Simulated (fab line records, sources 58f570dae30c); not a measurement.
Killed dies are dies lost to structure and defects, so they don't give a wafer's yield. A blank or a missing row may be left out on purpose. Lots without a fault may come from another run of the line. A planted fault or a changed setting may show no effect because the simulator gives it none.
Which tool did it? | flow berkeley_cmos170 | 15 lots, 45 wafers sampled, at 3 steps of a route of 331

WHAT THE GAUGES READ, wafer by wafer
UCB170_SILICIDE_THK_MEAS_03: measures by xrf.
lot  | measured     | on            | SILICIDE_TI_THK (nm)
L354 | day 6 19:27  | film_metro-02 | 29.8 29.9 30.0
L353 | day 6 19:41  | film_metro-01 | 30.3 30.0 30.2
L355 | day 7 07:20  | film_metro-04 | 29.1 29.6 29.3
L358 | day 7 11:26  | film_metro-04 | 29.9 29.7 29.7
L356 | day 7 11:46  | film_metro-01 | 30.4 29.8 30.0
L362 | day 8 22:26  | film_metro-02 | 29.1 29.6 29.5
L360 | day 8 22:34  | film_metro-01 | 29.9 30.4 29.7
L363 | day 9 05:40  | film_metro-02 | 30.3 30.2 29.7
L364 | day 9 16:11  | film_metro-02 | 30.7 30.7 31.1
L370 | day 11 06:39 | film_metro-02 | 30.3 30.0 30.2
L371 | day 11 06:59 | film_metro-02 | 29.5 29.6 29.4
L372 | day 11 07:13 | film_metro-02 | 30.0 29.4 29.6
L374 | day 11 17:46 | film_metro-02 | 30.2 29.8 30.5
L375 | day 11 17:46 | film_metro-04 | 29.9 30.1 30.0
L376 | day 12 05:03 | film_metro-02 | 29.4 28.8 29.7

UCB170_M2_RS_MEAS_02: measures by four-point-probe.
lot  | measured     | on            | M2_AL_RS (ohm/sq)
L354 | day 7 08:14  | film_metro-04 | 0.0316 0.0319 0.0321
L353 | day 7 11:49  | film_metro-01 | 0.0320 0.0323 0.0323
L355 | day 7 22:04  | film_metro-02 | 0.0324 0.0321 0.0323
L358 | day 8 05:24  | film_metro-01 | 0.0319 0.0321 0.0316
L356 | day 8 07:42  | film_metro-01 | 0.0324 0.0313 0.0318
L362 | day 9 16:52  | film_metro-01 | 0.0318 0.0325 0.0315
L360 | day 9 16:30  | film_metro-04 | 0.0320 0.0324 0.0325
L363 | day 10 00:07 | film_metro-01 | 0.0323 0.0312 0.0327
L364 | day 10 12:40 | film_metro-04 | 0.0323 0.0328 0.0314
L370 | day 11 21:43 | film_metro-04 | 0.0323 0.0324 0.0319
L371 | day 11 21:28 | film_metro-04 | 0.0323 0.0318 0.0322
L372 | day 11 22:37 | film_metro-01 | 0.0313 0.0321 0.0318
L374 | day 12 11:25 | film_metro-02 | 0.0319 0.0321 0.0319
L375 | day 12 11:34 | film_metro-01 | 0.0319 0.0322 0.0321
L376 | day 12 18:11 | film_metro-02 | 0.0324 0.0324 0.0322

WHICH TOOL RAN EACH LOT (tool, then ch and the chambers of the sampled wafers, then the start)
lot  | UCB170_SILICIDE_RTA_04
L354 | rtp_anneal-01 ch 0, day 6 19:31
L353 | rtp_anneal-02 ch 0, day 6 19:44
L355 | rtp_anneal-02 ch 0, day 7 07:24
L358 | rtp_anneal-01 ch 0, day 7 11:30
L356 | rtp_anneal-02 ch 0, day 7 11:49
L362 | rtp_anneal-02 ch 0, day 8 22:30
L360 | rtp_anneal-01 ch 0, day 8 22:37
L363 | rtp_anneal-01 ch 0, day 9 05:44
L364 | rtp_anneal-02 ch 0, day 9 16:15
L370 | rtp_anneal-01 ch 0, day 11 06:43
L371 | rtp_anneal-02 ch 0, day 11 07:05
L372 | rtp_anneal-01 ch 0, day 11 07:17
L374 | rtp_anneal-01 ch 0, day 11 17:50
L375 | rtp_anneal-02 ch 0, day 11 17:50
L376 | rtp_anneal-02 ch 0, day 12 05:07
- UCB170_SILICIDE_RTA_04: time 15 s.

WHAT THE TOOLS THEMSELVES READ (means of the sampled wafers that have a number; where no wafer has one, the mark that the record gives instead)
UCB170_SILICIDE_RTA_04.
lot  | tool          | lamp_power_pct (%) | wafer_temp_C_max
L354 | rtp_anneal-01 | 10.1               | 652.6
L353 | rtp_anneal-02 | 10.9               | 652.3
L355 | rtp_anneal-02 | 10.9               | 652.5
L358 | rtp_anneal-01 | 10.1               | 653.0
L356 | rtp_anneal-02 | 10.9               | 653.2
L362 | rtp_anneal-02 | 10.9               | 652.4
L360 | rtp_anneal-01 | 10.1               | 652.6
L363 | rtp_anneal-01 | 10.1               | 652.9
L364 | rtp_anneal-02 | 10.9               | 652.8
L370 | rtp_anneal-01 | 10.1               | 653.4
L371 | rtp_anneal-02 | 10.9               | 652.7
L372 | rtp_anneal-01 | 10.1               | 653.2
L374 | rtp_anneal-01 | 10.1               | 653.0
L375 | rtp_anneal-02 | 10.9               | 652.4
L376 | rtp_anneal-02 | 10.9               | 652.4

THE ANSWER, worked out from the rows above alone
Rule: what is usual is taken from the lots themselves. Put in order of their means at a reading, lots are off if they are a third of the lots or fewer, leave a main group of 4 or more, and stand apart from it by a gap of 3 or more times the standard deviation of the main group's means; of several such gaps the widest counts. A main group whose means are all the same, to the digits that the tables above print for the reading, isn't used. A lot without any number at a reading at which 4 lots or more have one is off too. The other lots that the step has rows for count as sound. The gauges are gone through in route order, then the tools' own readings, and for those a lot's mean is taken as printed above. The first step at which some lot is off is used, and at that step the reading that is off furthest; a lot without a number counts as furthest.
No lot is off at any reading shown: from this, nothing can be told.

WHAT THE SIMULATOR HAD PUT IN
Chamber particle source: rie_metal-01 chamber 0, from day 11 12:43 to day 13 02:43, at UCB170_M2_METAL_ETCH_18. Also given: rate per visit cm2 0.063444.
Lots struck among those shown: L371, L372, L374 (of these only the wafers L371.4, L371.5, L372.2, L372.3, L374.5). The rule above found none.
